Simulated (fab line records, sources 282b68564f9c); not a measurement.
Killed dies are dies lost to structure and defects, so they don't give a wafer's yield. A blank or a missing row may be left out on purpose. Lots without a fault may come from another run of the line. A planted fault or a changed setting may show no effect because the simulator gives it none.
Split-lot experiment | flow rit_cmos | 5 lots, 23 wafers read, on a route of 202 steps

THE SPLIT
At RIT_PSD_COAT_01 (resist thk 1000 nm), the setting spin_rpm was moved away from the recipe's 3250 rpm on 5 of the 23 wafers read, by -4.3% to -3.7%. The other wafers ran this setting at the recipe's value.

FROM THE SPLIT TO THE READING: what the file shows between them, 3 steps
- RIT_PSD_SOFTBAKE_02: time 60 s
- RIT_PSD_EXPOSE_03: exposes mask M10, target cd 40900 nm
- RIT_PSD_DEVELOP_05: develop time 50 s

THE READING
NOVOLAK_of_PSD_COAT_01.thk_nm (the simulator's own value, which no gauge read), in nm, at RIT_PSD_HARDBAKE_07 (time 60 s). The file gives no usual value for it. The 18 wafers here that ran the recipe average 885.1 nm, standard deviation 1.4 nm.

wafer  | tool, chamber at the split | spin_rpm as run, rpm | against the recipe | NOVOLAK_of_PSD_COAT_01.thk_nm, nm | against lot-mates on the recipe
L074.1 | litho_track-01, 0          | 3110                 | -4.3%              | 902.9                             | +15.9
L074.2 | litho_track-01, 0          | 3110                 | -4.3%              | 907                               | +20.0
L074.3 | litho_track-01, 0          | 3110                 | -4.3%              | 906.5                             | +19.5
L074.4 | litho_track-01, 0          | 3250                 | recipe             | 886                               | -
L074.6 | litho_track-01, 0          | 3250                 | recipe             | 887.9                             | -
L078.1 | litho_track-01, 0          | 3250                 | recipe             | 882.9                             | -
L078.2 | litho_track-01, 0          | 3250                 | recipe             | 884                               | -
L078.4 | litho_track-01, 0          | 3250                 | recipe             | 885.2                             | -
L078.5 | litho_track-01, 0          | 3250                 | recipe             | 884.9                             | -
L078.6 | litho_track-01, 0          | 3250                 | recipe             | 886.9                             | -
L081.2 | litho_track-01, 0          | 3250                 | recipe             | 885.8                             | -
L081.3 | litho_track-01, 0          | 3250                 | recipe             | 885.6                             | -
L081.6 | litho_track-01, 0          | 3250                 | recipe             | 883.5                             | -
L082.1 | litho_track-02, 0          | 3131                 | -3.7%              | 902.6                             | +17.6
L082.3 | litho_track-02, 0          | 3250                 | recipe             | 886.2                             | -
L082.4 | litho_track-02, 0          | 3131                 | -3.7%              | 900.6                             | +15.6
L082.5 | litho_track-02, 0          | 3250                 | recipe             | 884.6                             | -
L082.6 | litho_track-02, 0          | 3250                 | recipe             | 884.2                             | -
L085.1 | litho_track-03, 0          | 3250                 | recipe             | 883.1                             | -
L085.2 | litho_track-03, 0          | 3250                 | recipe             | 885.4                             | -
L085.4 | litho_track-03, 0          | 3250                 | recipe             | 883.7                             | -
L085.5 | litho_track-03, 0          | 3250                 | recipe             | 885.1                             | -
L085.6 | litho_track-03, 0          | 3250                 | recipe             | 887                               | -

THE FIT
A straight line over all 23 wafers: NOVOLAK_of_PSD_COAT_01.thk_nm changes by -4.66 nm for each +1% of spin_rpm; r = -0.98; the points scatter about the line by 1.5 nm.
The same after taking each lot's own level away (the mean of its wafers on the recipe; 23 wafers): -4.37 nm for each +1%; r = -0.98; scatter 1.4 nm.
On that fit, the largest move of spin_rpm shifts the reading by 19 nm.
The lots' own levels span 884.78 to 886.95 nm, that is 1.6 times the standard deviation above.
So the lot-to-lot level changes the slope little: the two slopes agree.
Check: with one of the wafers moved furthest among these (-4.3%) left out of the fit, the line predicts +19.7 nm for it against its lot-mates. It came out at +15.9 nm against them.

THE WHOLE CHAIN: every reading that the file lists as answering this split, in the file's order
step                | what it does       | reading                                                                        | change (the file's fit)              | r (the file's)
RIT_PSD_COAT_01     | resist thk 1000 nm | NOVOLAK_of_PSD_COAT_01.thk_nm (the simulator's own value, which no gauge read) | -5.03 nm for each +1% of the setting | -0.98
RIT_PSD_HARDBAKE_07 | time 60 s          | NOVOLAK_of_PSD_COAT_01.thk_nm (the simulator's own value, which no gauge read) | -4.4 nm for each +1% of the setting  | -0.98

THE FILE'S OWN FIT
NOVOLAK_of_PSD_COAT_01.thk_nm changes by -4.4 nm for each +1% of spin_rpm, r = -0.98.
